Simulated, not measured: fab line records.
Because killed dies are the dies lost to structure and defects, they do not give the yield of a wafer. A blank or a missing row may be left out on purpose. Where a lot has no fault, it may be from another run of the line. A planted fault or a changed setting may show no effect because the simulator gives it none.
Which tool was responsible? | flow berkeley cmos170 | 7 lots, 21 wafers sampled, at 1 step of a route of 331

WHAT THE GAUGES SHOWED, per wafer
UCB170_START_BOW_MEAS_00.
lot  | measured    | on            | INCOMING_BOW (um)
L712 | day 1 20:00 | film metro-03 | 13 1 -11
L715 | day 2 11:00 | film metro-01 | 9 -6 5
L720 | day 3 12:00 | film metro-02 | -8 4 1
L722 | day 3 22:01 | film metro-03 | 6 -1 -2
L724 | day 4 08:00 | film metro-03 | -7 -4 0
L728 | day 5 04:01 | film metro-02 | 5 -19 8
L733 | day 6 05:00 | film metro-01 | 10 3 -2

TOOL THAT RAN EACH LOT (tool first, then ch and the chambers of the sampled wafers, then the start)
Before these readings, the record contains no process step.

THE ANSWER, worked out from the rows above alone
Rule: the usual values come from the lots themselves. Put in order of their means at a reading, lots are off if they are a third of the lots or fewer, leave a main group of 4 or more, and stand apart from it by a gap of 3 or more times the standard deviation of the main group's means; of several such gaps the widest counts. A main group whose means are all the same, to the digits that the tables above print for the reading, isn't used. Also off: a lot with no number at a reading for which 4 or more lots have one. Where the step has rows for the other lots, those lots are counted as sound.
Nothing can be told from this: no lot is off at any reading shown.

WHAT THE SIMULATOR HAD INSERTED
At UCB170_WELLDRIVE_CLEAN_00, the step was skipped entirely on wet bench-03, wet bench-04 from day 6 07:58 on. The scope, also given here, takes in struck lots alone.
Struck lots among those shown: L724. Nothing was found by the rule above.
